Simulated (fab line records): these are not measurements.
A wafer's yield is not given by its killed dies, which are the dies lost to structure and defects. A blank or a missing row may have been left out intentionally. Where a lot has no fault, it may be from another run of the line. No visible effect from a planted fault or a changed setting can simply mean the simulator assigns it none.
The same fault as seen by 2 desks / flow ritCmos / numbers are kept per desk, each desk with only its own; the story behind them comes last

AT THE TOOL OWNER'S DESK: implanter-04
The tool's own readings at RIT_NWELL_IMPLANT_08, given as means over the sampled wafers that have a number, one for each lot that went through this tool. Any lot whose mean is over 4 standard deviations away from the usual mean is out of limits and marked OUT; that distance is given in the brackets.
Columns: A = doseIonsCm2 at RIT_NWELL_IMPLANT_08, usual 5.001e+13; B = faradayCurrentUA at RIT_NWELL_IMPLANT_08, usual 158
lot=L962; first seen here=day 1 22:04; A=5.002e+13; B=158
lot=L963; first seen here=day 2 02:06; A=4.996e+13; B=160
lot=L965; first seen here=day 2 14:26; A=5.004e+13; B=157
lot=L966; first seen here=day 2 17:55; A=4.995e+13; B=159
lot=L967; first seen here=day 3 00:34; A=5.003e+13; B=157
lot=L974; first seen here=day 4 11:34; A=4.993e+13; B=160
lot=L983; first seen here=day 6 06:57; A=5.800e+13 (+99 or more) OUT; B=180 (+7.2) OUT
lot=L984; first seen here=day 6 11:57; A=5.806e+13 (+99 or more) OUT; B=183 (+8.1) OUT
Finding of this desk: L983, L984 out of limits; the first was L983 at day 6 06:57, on doseIonsCm2 at RIT_NWELL_IMPLANT_08. In limits: L962, L963, L965, L966, L967, L974.

FROM THE METROLOGY DESK
Means of the sampled wafers that have a number, per lot and without regard to the tool the lot ran on: this is what the gauges read. Any lot whose mean is over 4 standard deviations away from the usual mean is out of limits and marked OUT; that distance is given in the brackets.
Columns: A = NWELL_TW at RIT_NWELL_TW_MEAS_10, usual 2148; B = NWELL_RS at RIT_WELLDRIVE_RS_MEAS_01, usual 275.5 ohm/sq
lot=L962; first seen here=day 1 22:23; A=2155; B=275.8
lot=L963; first seen here=day 2 02:25; A=2143; B=275.7
lot=L964; first seen here=day 2 12:08; A=2163; B=274.6
lot=L965; first seen here=day 2 14:46; A=2144; B=274.6
lot=L966; first seen here=day 2 18:14; A=2153; B=277.1
lot=L967; first seen here=day 3 00:53; A=2126; B=275.8
lot=L969; first seen here=day 3 11:36; A=2157; B=275.5
lot=L970; first seen here=day 3 17:57; A=2148; B=276.3
lot=L971; first seen here=day 3 21:01; A=2160; B=275.5
lot=L974; first seen here=day 4 11:53; A=2156; B=276.2
lot=L976; first seen here=day 4 21:50; A=2170; B=274.3
lot=L983; first seen here=day 6 07:14; A=2274 (+7.9) OUT; B=251.8 (-26) OUT
lot=L984; first seen here=day 6 12:16; A=2212; B=252.7 (-25) OUT
lot=L985; first seen here=day 6 19:56; A=2139; B=275.3
This desk reports L983, L984 out of limits; the earliest was L983 at day 6 07:14 (NWELL_TW at RIT_NWELL_TW_MEAS_10). In limits: L962, L963, L964, L965, L966, L967, L969, L970, L971, L974, L976, L985.

PUT TOGETHER
At day 6 06:57, on L983, L984, the tool owner's desk was in a position to raise an alarm.
Metrology desk: alarm possible at day 6 07:14 on L983, L984.
On implanter-04, each named lot ran RIT_NWELL_IMPLANT_08.

WHAT THE SIMULATOR PUT IN
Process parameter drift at RIT_NWELL_IMPLANT_08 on implanter-04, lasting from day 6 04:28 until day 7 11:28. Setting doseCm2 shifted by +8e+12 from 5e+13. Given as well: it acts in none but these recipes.
Struck lots among those shown: L983, L984.
Fault start to first reading out of limits, in hours, per desk: tool owner, 2; metrology, 3.
